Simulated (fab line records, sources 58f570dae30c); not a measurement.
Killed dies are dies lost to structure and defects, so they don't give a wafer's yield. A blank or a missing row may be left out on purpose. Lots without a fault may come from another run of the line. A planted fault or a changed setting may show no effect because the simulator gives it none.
Which tool did it? | flow berkeley_cmos170 | 7 lots, 20 wafers sampled, at 2 steps of a route of 331

WHAT THE GAUGES READ, wafer by wafer
UCB170_V2_OVL_MEAS_13.
lot  | measured     | on         | V2_OVL (nm)
L508 | day 8 03:14  | overlay-01 | 9 6 10
L510 | day 8 14:04  | overlay-02 | -5 -4 2
L515 | day 9 07:34  | overlay-01 | 2 4 2
L516 | day 9 09:59  | overlay-02 | -3 1 -4
L520 | day 10 15:58 | overlay-01 | 4 -1 -1
L523 | day 12 05:25 | overlay-02 | -2 0
L526 | day 12 08:55 | overlay-02 | 6 6 5

WHICH TOOL RAN EACH LOT (tool, then ch and the chambers of the sampled wafers, then the start)
lot  | UCB170_NSD_STRIP_09
L508 | plasma_asher-03 ch 0,1, day 7 03:15
L510 | plasma_asher-02 ch 0,1, day 7 17:05
L515 | plasma_asher-03 ch 0, day 8 09:41
L516 | plasma_asher-01 ch 0,1, day 8 09:59
L520 | plasma_asher-02 ch 0,1, day 9 19:15
L523 | plasma_asher-02 ch 1, day 11 02:04
L526 | plasma_asher-01 ch 0,1, day 11 10:00
- UCB170_NSD_STRIP_09: strips in O2.

THE ANSWER, worked out from the rows above alone
Rule: what is usual is taken from the lots themselves. Put in order of their means at a reading, lots are off if they are a third of the lots or fewer, leave a main group of 4 or more, and stand apart from it by a gap of 3 or more times the standard deviation of the main group's means; of several such gaps the widest counts. A main group whose means are all the same, to the digits that the tables above print for the reading, isn't used. A lot without any number at a reading at which 4 lots or more have one is off too. The other lots that the step has rows for count as sound.
No lot is off at any reading shown: from this, nothing can be told.

WHAT THE SIMULATOR HAD PUT IN
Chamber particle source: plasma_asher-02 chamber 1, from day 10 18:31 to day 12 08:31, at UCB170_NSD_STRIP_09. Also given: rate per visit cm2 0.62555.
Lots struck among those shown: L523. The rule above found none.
